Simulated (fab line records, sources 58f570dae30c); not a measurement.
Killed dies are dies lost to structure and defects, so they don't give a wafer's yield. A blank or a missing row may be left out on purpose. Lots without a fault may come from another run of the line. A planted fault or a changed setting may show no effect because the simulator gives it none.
fab line records | flow berkeley_cmos170
record lots=15 wafers=45 last_day=11
route steps=331 shown ZERO@13 ACTIVE@63 NVT@112
lots that met no fault: from a run of the same line without faults
start_h: hours from the record's first day to the start of the lot's first wafer shown | wait_h: hours since the lot's step before | " the same as in the row above | L1.1+2: a row that stands for several wafers | - no value, or no start given | * or withheld: withheld | < > ~ a bound
route shown NAME@n: a module of which the file shows steps, and the number in the route of the first | usual: mean/standard deviation of fault-free wafers | same: alike in all rows | chamber/n: place in a boat | sites: the reading at each site | _std_site: their standard deviation | _edge_site: outer sites' mean less inner sites' | radius_mm: how far each site lies from the wafer's centre | mask NAME#n: copy n | behind: the tool/chamber that last shaped the wafer | hold: why the lot was held/for how many hours/how that ended | device: the transistor (n, p or np) that didn't switch | end of line: the same wafers' tests at the end of the route | a step without rows: its recipe alone | killed: dies lost to structure and defects at the first sort, not the wafer's yield | map: a wafer's dies, x killed, . not, _ none there
set.NAME: the setting as run; set.NAME@STEP: as run at that earlier step | model.NAME: the simulator's own value behind a step, which no gauge read
steps of the route over a sample of lots; a table a step, a row a wafer
services: from which hour (start_h, from the record's first day; less than 0 if before it) a tool's chamber was out of use, for how many hours, and why
## steps
# step UCB170_ZERO_STRIP_07
# recipe chemistry=O2 power_w=400 pressure_mtorr=3500 platen_temp_c=withheld o2_flow_sccm=400 overash_fraction=0.5
# usual drypump_motor_current_A=5.6/0.31 oes_product_au=0.727/0.0045 strip_time_to_endpoint_s=21.46/0.055
# columns lot.wafer tool chamber start_h wait_h drypump_motor_current_A oes_product_au rf_hours_counter_h strip_time_to_endpoint_s
L237.3 plasma_asher-02 0 24.75 0.0 5.3 0.727 - 21.36
L237.5 " 1 " " 5.3 0.724 - 21.51
L237.6 " 0 " " 5.3 0.725 - 21.41
L239.3 plasma_asher-01 0 36.51 0.0 5.9 0.726 - 21.41
L239.4 " 1 " " 5.6 0.723 - 21.40
L239.5 " 1 " " 5.6 0.719 - 21.45
L240.1 plasma_asher-02 1 38.94 0.0 5.2 0.732 31 21.46
L240.2 " 0 " " 5.3 0.733 31 21.55
L240.5 " 0 " " 5.3 0.736 - 21.50
L241.1 plasma_asher-01 1 47.38 0.0 5.6 0.721 34 21.47
L241.2 " 0 " " 5.9 0.722 34 21.43
L241.3 " 0 " " 5.9 0.732 - 21.43
L243.1 plasma_asher-04 1 55.22 0.0 5.8 0.724 35 21.45
L243.5 " 0 " " 6.0 0.722 - 21.35
L243.6 " 1 " " 5.9 0.728 - 21.45
L245.2 plasma_asher-04 0 71.72 0.0 6.0 0.719 36 21.43
L245.3 " 0 " " 6.0 0.730 - 21.41
L245.5 " 0 " " 6.1 0.734 - 21.44
L246.1 plasma_asher-04 1 72.57 0.0 5.8 0.723 36 21.36
L246.3 " 1 " " 5.8 0.730 - 21.36
L246.4 " 0 " " 6.1 0.730 - 21.40
L248.2 plasma_asher-04 1 74.85 0.0 5.9 0.739 36 21.53
L248.3 " 0 " " 6.1 0.723 - 21.44
L248.4 " 1 " " 5.8 0.732 - 21.50
L249.2 plasma_asher-01 0 79.57 0.0 5.9 0.722 37 21.45
L249.4 " 1 " " 5.6 0.728 - 21.43
L249.6 " 1 " " 5.6 0.723 - 21.43
L250.2 plasma_asher-01 1 91.99 0.0 5.6 0.725 38 21.42
L250.4 " 0 " " 5.9 0.733 - 21.41
L250.5 " 0 " " 5.9 0.729 - 21.45
L253.1 plasma_asher-02 1 103.92 0.0 5.2 0.723 38 21.50
L253.4 " 0 " " 5.3 0.728 - 21.54
L253.5 " 1 " " 5.2 0.725 - 21.51
L254.1 plasma_asher-02 1 108.48 0.0 5.2 0.734 39 21.52
L254.4 " 0 " " 5.3 0.732 - 21.50
L254.5 " 0 " " 5.3 0.722 - 21.48
L255.1 plasma_asher-02 1 109.28 0.0 5.3 0.732 39 21.54
L255.5 " 0 " " 5.3 0.733 - 21.47
L255.6 " 1 " " 5.2 0.727 - 21.53
L258.1 plasma_asher-02 1 128.25 0.0 5.2 0.724 41 21.41
L258.3 " 1 " " 5.2 0.726 - 21.39
L258.4 " 0 " " 5.3 0.729 - 21.45
L259.3 plasma_asher-01 0 134.70 0.0 5.9 0.722 - 21.41
L259.5 " 0 " " 5.9 0.725 - 21.51
L259.6 " 1 " " 5.6 0.727 - 21.47
# step UCB170_ACTIVE_THK_MEAS_03
# recipe reads=SiO2_of_ACTIVE_OXIDATION_02
# usual ACTIVE_OXIDE_THK=26.5/0.44
# columns lot.wafer tool chamber start_h wait_h ACTIVE_OXIDE_THK[nm]
L237.3 film_metro-01 - 67.35 0.0 26.5
L237.5 " - " " 26.7
L237.6 " - " " 26.9
L240.1 film_metro-03 - 94.69 0.0 27.6
L240.2 " - " " 26.9
L240.5 " - " " 27.0
L239.3 film_metro-04 - 94.71 0.0 26.6
L239.4 " - " " 27.0
L239.5 " - " " 27.2
L241.1 film_metro-04 - 100.73 0.0 26.6
L241.2 " - " " 26.8
L241.3 " - " " 26.5
L243.1 film_metro-04 - 113.96 0.0 27.0
L243.5 " - " " 26.7
L243.6 " - " " 26.6
L246.1 film_metro-03 - 113.96 0.0 26.5
L246.3 " - " " 26.3
L246.4 " - " " 26.3
L248.2 film_metro-04 - 114.03 0.1 25.8
L248.3 " - " " 25.9
L248.4 " - " " 26.2
L245.2 film_metro-04 - 122.87 0.0 27.3
L245.3 " - " " 27.4
L245.5 " - " " 27.3
L249.2 film_metro-04 - 128.54 0.0 25.6
L249.4 " - " " 26.5
L249.6 " - " " 26.2
L250.2 film_metro-03 - 137.98 0.0 26.9
L250.4 " - " " 26.5
L250.5 " - " " 27.0
L253.1 film_metro-03 - 150.86 0.0 26.3
L253.4 " - " " 26.1
L253.5 " - " " 26.0
L254.1 film_metro-04 - 155.36 0.0 26.6
L254.4 " - " " 26.1
L254.5 " - " " 26.7
L255.1 film_metro-01 - 155.36 0.0 26.1
L255.5 " - " " 26.7
L255.6 " - " " 26.2
L259.3 film_metro-03 - 173.07 0.0 26.6
L259.5 " - " " 26.7
L259.6 " - " " 26.8
L258.1 film_metro-03 - 181.73 0.0 26.3
L258.3 " - " " 26.2
L258.4 " - " " 26.3
# step UCB170_ACTIVE_CVD_05
# recipe material=Si3N4 target_thk_nm=220 temp_c=800 precursor=SiH2Cl2/NH3 time_s=3300 pressure_mtorr=200 sih2cl2_flow_sccm=25 nh3_flow_sccm=75
# usual spike_tc_centre_C=802.8/1 zone_power_centre_pct=38/3.5
# columns lot.wafer tool chamber start_h wait_h spike_tc_centre_C zone_power_centre_pct
L237.3 lpcvd-01 1 68.64 0.0 804.4 36
L237.5 " 1 " " 802.5 37
L237.6 " 1 " " 803.2 36
L239.3 lpcvd-02 1 98.63 0.0 802.8 42
L239.4 " 1 " " 804.2 41
L239.5 " 1 " " 802.3 42
L240.1 lpcvd-02 0 98.63 0.0 803.3 41
L240.2 " 0 " " 803.0 41
L240.5 " 0 " " 802.3 41
L241.1 lpcvd-01 0 104.38 0.0 804.7 32
L241.2 " 0 " " 802.3 33
L241.3 " 0 " " 802.4 33
L243.1 lpcvd-02 0 118.02 0.0 803.6 41
L243.5 " 0 " " 802.6 41
L243.6 " 0 " " 801.1 41
L246.1 lpcvd-02 0 118.02 0.0 803.0 41
L246.3 " 0 " " 803.6 40
L246.4 " 0 " " 802.2 41
L248.2 lpcvd-02 0 118.02 0.0 803.7 41
L248.3 " 0 " " 803.7 41
L248.4 " 0 " " 802.6 41
L245.2 lpcvd-01 1 127.36 1.8 803.2 37
L245.3 " 1 " " 802.5 37
L245.5 " 1 " " 804.6 37
L249.2 lpcvd-01 1 133.05 0.7 802.8 36
L249.4 " 1 " " 802.9 37
L249.6 " 1 " " 804.2 37
L250.2 lpcvd-02 0 142.58 0.0 828.9 52
L250.4 " 0 " " 829.1 50
L250.5 " 0 " " 831.1 52
L253.1 lpcvd-01 1 156.45 0.0 802.4 37
L253.4 " 1 " " 802.6 37
L253.5 " 1 " " 802.9 36
L254.1 lpcvd-02 1 160.84 0.3 831.5 53
L254.4 " 1 " " 829.8 53
L254.5 " 1 " " 832.0 53
L255.1 lpcvd-02 1 160.84 0.3 829.5 53
L255.5 " 1 " " 828.8 54
L255.6 " 1 " " 830.4 54
L259.3 lpcvd-01 0 180.27 1.2 802.8 32
L259.5 " 0 " " 803.1 32
L259.6 " 0 " " 801.4 32
L258.1 lpcvd-01 1 186.08 0.0 802.6 37
L258.3 " 1 " " 804.2 38
L258.4 " 1 " " 802.9 36
# step UCB170_ACTIVE_THK_MEAS_06
# recipe reads=Si3N4_of_ACTIVE_CVD_05
# usual ACTIVE_NITRIDE_THK=219.9/2.6
# columns lot.wafer tool chamber start_h wait_h ACTIVE_NITRIDE_THK[nm]
L237.3 film_metro-01 - 70.58 0.0 222.3
L237.5 " - " " 221.7
L237.6 " - " " 220.5
L240.1 film_metro-04 - 100.54 0.0 218.9
L240.2 " - " " 219.7
L240.5 " - " " 218.7
L239.3 film_metro-01 - 100.56 0.0 219.2
L239.4 " - " " 219.1
L239.5 " - " " 219.3
L241.1 film_metro-01 - 106.29 0.0 224.0
L241.2 " - " " 225.2
L241.3 " - " " 223.3
L243.1 film_metro-01 - 119.94 0.0 219.1
L243.5 " - " " 221.1
L243.6 " - " " 220.1
L246.1 film_metro-04 - 119.94 0.0 217.8
L246.3 " - " " 217.7
L246.4 " - " " 216.1
L248.2 film_metro-03 - 119.95 0.0 216.2
L248.3 " - " " 216.8
L248.4 " - " " 216.3
L245.2 film_metro-04 - 130.31 0.1 214.5
L245.3 " - " " 215.7
L245.5 " - " " 216.3
L249.2 film_metro-03 - 134.97 0.0 224.8
L249.4 " - " " 224.8
L249.6 " - " " 227.1
L250.2 film_metro-01 - 144.51 0.0 233.8
L250.4 " - " " 251.1
L250.5 " - " " 264.7
L253.1 film_metro-01 - 158.36 0.0 218.6
L253.4 " - " " 218.2
L253.5 " - " " 217.4
L254.1 film_metro-03 - 162.76 0.0 226.6
L254.4 " - " " 250.0
L254.5 " - " " 261.9
L255.1 film_metro-04 - 162.76 0.0 229.2
L255.5 " - " " 263.1
L255.6 " - " " 275.0
L259.3 film_metro-01 - 182.21 0.0 222.1
L259.5 " - " " 221.3
L259.6 " - " " 223.4
L258.1 film_metro-03 - 187.99 0.0 220.3
L258.3 " - " " 219.7
L258.4 " - " " 221.4
# step UCB170_ACTIVE_ETCH_15
# recipe chemistry=CH3F/Ar/O2 target=Si3N4 stop_on=SiO2 CH3F_flow_sccm=20 Ar_flow_sccm=50 O2_flow_sccm=7 pressure_mtorr=50 rf_w=450 target_depth_a=2420 over_etch_frac=0.1 time_s=151
# usual CH3F_flow_sccm=20.00/0.057 drypump_motor_current_A=5.8/0.51 mfc_ar_sccm=50.02/0.16 oes_product_au=0.938/0.0086 throttle_valve_pct=8.02/0.13
# columns lot.wafer tool chamber start_h wait_h CH3F_flow_sccm drypump_motor_current_A mfc_ar_sccm oes_product_au rf_hours_counter_h throttle_valve_pct
L237.3 rie_diel-03 0 73.75 0.0 19.94 6.3 50.23 0.944 16 7.85
L237.5 " 2 " " 19.96 6.2 49.99 0.927 - 8.23
L237.6 " 1 " " 20.04 6.0 50.09 0.940 - 7.96
L239.3 rie_diel-03 1 103.71 0.0 20.01 6.0 49.89 0.935 58 7.96
L239.4 " 0 " " 20.01 6.3 49.96 0.941 18 7.84
L239.5 " 3 " " 20.02 6.1 50.17 0.936 - 8.05
L240.1 rie_diel-03 3 104.26 0.0 20.05 6.1 50.17 0.936 113 8.05
L240.2 " 0 " " 19.96 6.3 49.72 0.940 18 7.84
L240.5 " 1 " " 19.91 6.0 49.84 0.933 - 7.94
L241.1 rie_diel-02 3 108.49 0.0 19.97 4.9 50.00 0.963 38 8.10
L241.2 " 2 " " 20.10 6.6 49.87 0.953 69 8.04
L241.3 " 1 " " 19.98 5.3 49.74 0.942 144 7.85
L243.1 rie_diel-04 2 121.16 0.0 19.94 6.0 49.86 0.941 13 7.86
L243.5 " 3 " " 19.95 5.2 50.00 0.953 - 7.94
L243.6 " 0 " " 20.05 5.4 50.01 0.945 - 8.21
L248.2 rie_diel-02 1 121.22 0.0 19.90 5.3 49.88 0.929 144 7.84
L248.3 " 3 " " 20.07 4.9 50.11 0.942 39 8.10
L248.4 " 2 " " 20.00 6.6 49.76 0.927 70 8.02
L246.1 rie_diel-03 3 121.34 0.0 20.03 6.1 49.99 0.920 113 8.07
L246.3 " 0 " " 20.01 6.3 50.10 0.935 19 7.83
L246.4 " 2 " " 20.03 6.1 50.04 0.921 5 8.23
L245.2 rie_diel-02 1 132.08 0.0 19.98 5.2 49.78 0.924 145 7.85
L245.3 " 2 " " 19.89 6.6 50.01 0.929 71 8.02
L245.5 " 3 " " 19.96 4.9 49.75 0.939 - 8.12
L249.2 rie_diel-03 3 137.83 0.0 19.88 6.1 50.01 0.950 114 8.05
L249.4 " 0 " " 20.00 6.3 49.68 0.948 19 7.84
L249.6 " 0 " " 19.94 6.3 49.63 0.955 - 7.83
L250.2 rie_diel-04 3 145.68 0.0 19.95 5.2 50.10 0.975 20 7.97
L250.4 " 1 " " 20.06 5.5 50.15 1.008 75 8.00
L250.5 " 0 " " 19.97 5.4 50.02 1.009 - 8.24
L253.1 rie_diel-02 1 160.18 0.0 20.05 5.3 50.35 0.932 147 7.84
L253.4 " 2 " " 19.98 6.7 50.02 0.934 71 8.02
L253.5 " 3 " " 19.97 4.9 49.83 0.944 - 8.10
L255.1 rie_diel-04 2 165.10 0.0 19.96 6.0 49.98 0.960 15 7.86
L255.5 " 2 " " 19.88 6.0 50.01 0.989 - 7.89
L255.6 " 3 " " 19.98 5.2 49.90 0.998 - 7.97
L254.1 rie_diel-02 3 165.20 0.0 19.97 4.9 50.15 0.964 41 8.12
L254.4 " 1 " " 20.05 5.2 50.04 0.991 147 7.85
L254.5 " 0 " " 20.06 5.8 50.04 1.010 - 8.11
L259.3 rie_diel-03 3 184.02 0.0 19.94 6.1 50.43 0.932 116 8.07
L259.5 " 2 " " 20.08 6.2 50.04 0.935 - 8.24
L259.6 " 3 " " 19.99 6.1 50.14 0.934 - 8.07
L258.1 rie_diel-02 0 189.37 0.0 19.95 5.8 50.27 0.949 101 8.10
L258.3 " 3 " " 20.01 4.9 50.05 0.943 42 8.14
L258.4 " 1 " " 19.97 5.3 49.84 0.940 148 7.84
# step UCB170_NVT_STRIP_08
# recipe chemistry=O2 power_w=400 pressure_mtorr=3500 platen_temp_c=withheld o2_flow_sccm=400 overash_fraction=0.5
# usual drypump_motor_current_A=5.6/0.32 oes_product_au=0.734/0.0042 strip_time_to_endpoint_s=21.66/0.071
# columns lot.wafer tool chamber start_h wait_h drypump_motor_current_A oes_product_au rf_hours_counter_h strip_time_to_endpoint_s
L237.3 plasma_asher-02 0 104.10 0.1 5.3 0.735 - 21.64
L237.5 " 0 " " 5.3 0.729 - 21.65
L237.6 " 1 " " 5.3 0.729 - 21.66
L239.3 plasma_asher-01 1 133.31 0.1 5.6 0.734 - 21.62
L239.4 " 0 " " 5.9 0.737 - 21.67
L239.5 " 0 " " 5.9 0.732 - 21.58
L240.1 plasma_asher-02 0 133.43 0.1 5.3 0.729 42 21.69
L240.2 " 1 " " 5.3 0.740 42 21.72
L240.5 " 1 " " 5.3 0.743 - 21.76
L241.1 plasma_asher-03 1 137.45 0.1 5.7 0.737 36 21.85
L241.2 " 0 " " 6.1 0.731 36 21.75
L241.3 " 1 " " 5.7 0.728 - 21.78
L246.1 plasma_asher-01 1 144.55 0.1 5.6 0.732 3 21.50
L246.3 " 1 " " 5.6 0.734 - 21.49
L246.4 " 0 " " 5.9 0.734 - 21.50
L248.2 plasma_asher-03 1 144.82 0.1 5.7 0.732 36 21.65
L248.3 " 1 " " 5.7 0.737 - 21.70
L248.4 " 0 " " 6.2 0.739 - 21.71
L243.1 plasma_asher-01 0 145.02 0.1 5.9 0.734 3 21.54
L243.5 " 1 " " 5.5 0.742 - 21.56
L243.6 " 0 " " 5.9 0.740 - 21.66
L249.2 plasma_asher-03 0 163.68 0.1 6.1 0.733 38 21.63
L249.4 " 0 " " 6.1 0.729 - 21.62
L249.6 " 0 " " 6.1 0.733 - 21.67
L245.2 plasma_asher-03 1 163.88 0.1 5.7 0.735 39 21.70
L245.3 " 0 " " 6.1 0.733 - 21.72
L245.5 " 1 " " 5.7 0.727 - 21.66
L250.2 plasma_asher-01 0 185.48 0.1 5.9 0.726 7 21.66
L253.1 plasma_asher-02 0 195.80 0.1 5.3 0.742 49 21.78
L253.4 " 0 " " 5.3 0.737 - 21.70
L253.5 " 1 " " 5.2 0.733 - 21.71
L254.1 plasma_asher-01 0 201.07 0.1 5.9 0.731 9 21.61
L255.1 plasma_asher-01 0 201.35 0.1 5.9 0.736 9 21.68
L259.3 plasma_asher-03 1 211.72 0.1 5.7 0.732 - 21.72
L259.5 " 0 " " 6.2 0.734 - 21.69
L259.6 " 1 " " 5.6 0.738 - 21.67
L258.1 plasma_asher-02 1 214.11 0.1 5.3 0.730 51 21.65
L258.3 " 1 " " 5.3 0.735 - 21.63
L258.4 " 0 " " 5.3 0.730 - 21.67
## services
# columns tool chamber start_h hours kind
rie_diel-04 1 5.51 14.2 repair
rie_diel-03 - 18.57 0.9 repair
rie_diel-02 2 27.87 4.9 repair
rie_diel-03 0 50.60 2.4 repair
rie_diel-03 1 52.52 4.2 repair
plasma_asher-01 - 80.12 0.7 repair
rie_diel-02 0 101.69 7.8 repair
plasma_asher-03 - 102.92 2.8 pm
plasma_asher-01 - 108.75 9.0 pm
plasma_asher-01 0 108.75 9.0 vent_cycle
plasma_asher-01 1 108.75 9.0 vent_cycle
lpcvd-02 - 113.69 0.7 repair
plasma_asher-01 0 117.75 - clean
plasma_asher-01 1 117.75 - clean
rie_diel-04 0 127.66 2.3 repair
rie_diel-02 2 151.80 5.0 repair
plasma_asher-01 - 154.07 4.2 repair
plasma_asher-03 - 190.59 2.2 repair
rie_diel-02 1 200.14 - clean
rie_diel-02 1 200.14 17.0 scheduled_down
rie_diel-02 1 200.14 17.0 vent_cycle
plasma_asher-01 - 201.72 0.8 repair
rie_diel-02 - 207.74 0.3 repair
plasma_asher-04 - 208.72 2.0 repair
## key
first_sign step=UCB170_ACTIVE_CVD_05 reading=spike_tc_centre_C direction=up sigmas=27 usual=802.8 struck=830.1
effect step=UCB170_ACTIVE_CVD_05 reading=zone_power_centre_pct direction=up sigmas=4.2 usual=38 struck=53
effect step=UCB170_ACTIVE_THK_MEAS_06 reading=ACTIVE_NITRIDE_THK direction=up sigmas=12 usual=219.9 struck=250.6
effect step=UCB170_ACTIVE_ETCH_15 reading=oes_product_au direction=up sigmas=5.9 usual=0.938 struck=0.989
met_at UCB170_ACTIVE_CVD_05
struck_lots L250,L254,L255
later_rows_left_out L250.4,L250.5,L254.4,L254.5,L255.5,L255.6
sort_left_out L250.2,L250.4,L250.5,L254.1,L254.4,L254.5,L255.1,L255.5,L255.6
tester_left_out L250,L254,L255
not_acting_at UCB170_ZERO_STRIP_07,UCB170_ACTIVE_THK_MEAS_03,UCB170_NVT_STRIP_08
onset_between 118.02 142.58
fault kind=process_parameter_drift tool=lpcvd-02 chamber=- onset_h=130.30 steps=UCB170_ACTIVE_CVD_05 channel=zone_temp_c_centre offset=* shape=step end_h=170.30
# tester_left_out: of these lots the tester's yield and bins aren't shown, on N5 and GAA mostly nor the transistor test; their killed dies are dies lost to structure and defects alone, not to doping, threshold or leakage, so they don't give the yield
# sort_left_out: the simulated sort isn't trusted on such a fault, so these wafers' sort isn't shown, and their yield isn't known
# later_rows_left_out: the simulator's readings of these wafers behind a module that went badly wrong aren't trusted and aren't shown, but for the sort
